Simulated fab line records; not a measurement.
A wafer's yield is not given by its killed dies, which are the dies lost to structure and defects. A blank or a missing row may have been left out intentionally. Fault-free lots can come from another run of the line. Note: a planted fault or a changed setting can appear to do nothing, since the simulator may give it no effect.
Which tool was responsible?	flow ritCmos	route of 202 steps, sampled at 1 step: 11 lots, 33 wafers

== WHAT EACH GAUGE READ, for each wafer ==
Not one reading of a measure or inspect step in the record can be checked against a usual standard deviation.

== WHAT TOOL EACH LOT RAN ON (gives the tool, then ch and the chambers of the sampled wafers, and finally the start) ==
lot	RIT_ACTIVE_HARDBAKE_12
L763	lithoTrack-02 ch 0, day 1 14:43
L764	lithoTrack-01 ch 0, day 1 21:08
L765	lithoTrack-02 ch 0, day 2 02:29
L766	lithoTrack-03 ch 0, day 2 05:36
L769	lithoTrack-03 ch 0, day 2 22:01
L770	lithoTrack-03 ch 0, day 3 03:56
L772	lithoTrack-01 ch 0, day 3 12:21
L774	lithoTrack-03 ch 0, day 3 21:43
L781	lithoTrack-02 ch 0, day 5 08:45
L784	lithoTrack-02 ch 0, day 5 23:41
L786	lithoTrack-03 ch 0, day 6 10:01
- RIT_ACTIVE_HARDBAKE_12: time 60 s.

== WHAT THE TOOLS THEMSELVES READ (means of the sampled wafers that have a number; where no wafer has one, the mark that the record gives instead) ==
RIT_ACTIVE_HARDBAKE_12.
lot	tool	heaterPowerTotalW (W)	plateTempC (C)
L763	lithoTrack-02	62.55	139.84
L764	lithoTrack-01	62.50	140.04
L765	lithoTrack-02	62.61	140.18
L766	lithoTrack-03	62.58	140.07
L769	lithoTrack-03	62.50	140.06
L770	lithoTrack-03	69.15	151.33
L772	lithoTrack-01	62.57	139.97
L774	lithoTrack-03	69.17	151.45
L781	lithoTrack-02	62.58	139.99
L784	lithoTrack-02	62.52	140.00
L786	lithoTrack-03	62.55	139.71

== THE ANSWER, worked out from the rows above alone ==
Rule: the usual values come from the lots themselves. The widest of any qualifying gaps counts: lots, ordered by their means at a reading, are off when they make up no more than a third of the lots, leave a main group of 4 or more, and stand apart from it by 3 or more times the standard deviation of that group's means. A main group whose means are all the same, to the digits that the tables above print for the reading, isn't used. Also off: a lot with no number at a reading for which 4 or more lots have one. Any other lot the step has rows for is counted as sound. The gauges are gone through in route order, then the tools' own readings, and for those a lot's mean is taken as printed above. At the first step where some lot is off, the reading lying furthest off is the one used; lots without a number count as furthest.
Off, at RIT_ACTIVE_HARDBAKE_12 on heaterPowerTotalW: L770, L774. For the main group the mean is 62.55 W and the standard deviation 0.036.
If a tool, at that step or one of the process steps before it, ran each lot that is off and ran no sound lot following the first of them, it fits. No candidate that was tried fits.

== WHAT THE SIMULATOR HAD INSERTED ==
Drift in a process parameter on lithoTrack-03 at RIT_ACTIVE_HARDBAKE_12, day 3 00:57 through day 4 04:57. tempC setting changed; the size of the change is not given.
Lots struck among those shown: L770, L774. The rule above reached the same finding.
